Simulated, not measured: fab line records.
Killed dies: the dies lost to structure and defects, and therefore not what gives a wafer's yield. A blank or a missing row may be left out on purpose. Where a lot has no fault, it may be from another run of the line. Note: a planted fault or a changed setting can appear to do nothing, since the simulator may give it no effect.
The same fault as seen by 2 desks :: flow ritCmos :: numbers are kept per desk, each desk with only its own; the story behind them comes last

== THE TOOL OWNER'S DESK: implanter-01 ==
RIT_NWELL_IMPLANT_08, tool's own readings: per-lot mean of the sampled wafers with a number, covering each lot this tool ran. Any lot whose mean is over 4 standard deviations away from the usual mean is out of limits and marked OUT; that distance is given in the brackets.
Columns: A = beamEnergyKeV at RIT_NWELL_IMPLANT_08, usual 170.00; B = beamOnS at RIT_NWELL_IMPLANT_08, usual 9.99 s
lot: L987
first seen here: day 2 13:04
A: 170.04
B: 9.85

lot: L989
first seen here: day 2 21:40
A: 170.06
B: 9.89

lot: L991
first seen here: day 3 09:15
A: 179.83 (+99 or more) OUT
B: 9.96

lot: L992
first seen here: day 3 14:19
A: 179.78 (+99 or more) OUT
B: 10.02
This desk's verdict: out of limits on L991, L992, starting with L991 at day 3 09:15 (beamEnergyKeV at RIT_NWELL_IMPLANT_08). In limits: L987, L989.

== METROLOGY DESK ==
Means of the sampled wafers that have a number, per lot and without regard to the tool the lot ran on: this is what the gauges read. Any lot whose mean is over 4 standard deviations away from the usual mean is out of limits and marked OUT; that distance is given in the brackets.
Columns: A = NWELL_TW at RIT_NWELL_TW_MEAS_10, usual 2152
lot: L984
first seen here: day 2 00:55
A: 2172

lot: L985
first seen here: day 2 04:22
A: 2149

lot: L986
first seen here: day 2 07:02
A: 2145

lot: L987
first seen here: day 2 13:23
A: 2167

lot: L989
first seen here: day 2 21:57
A: 2148

lot: L991
first seen here: day 3 09:34
A: 2168

lot: L992
first seen here: day 3 14:38
A: 2195

lot: L994
first seen here: day 3 22:46
A: 2162

lot: L996
first seen here: day 4 10:13
A: 2161

lot: L998
first seen here: day 4 19:19
A: 2142

lot: L999
first seen here: day 5 02:02
A: 2166

lot: L100
first seen here: day 5 06:37
A: 2144

lot: L105
first seen here: day 6 13:22
A: 2149

lot: L106
first seen here: day 6 13:40
A: 2156
Finding of this desk: none of the 14 lots has anything out of limits.

== PUT TOGETHER ==
An alarm could have come from the tool owner's desk at day 3 09:15, on L991, L992.
The metrology desk saw nothing out of limits.
The metrology desk has L991, L992 on record, within its limits.
On implanter-01, each named lot ran RIT_NWELL_IMPLANT_08.

== WHAT THE SIMULATOR HAD INSERTED ==
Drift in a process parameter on implanter-01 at RIT_NWELL_IMPLANT_08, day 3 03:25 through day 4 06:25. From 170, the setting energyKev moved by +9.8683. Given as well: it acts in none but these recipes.
Struck lots among those shown: L991, L992.
Each desk's first reading out of limits, in hours after the fault started: the tool owner's desk, 6.
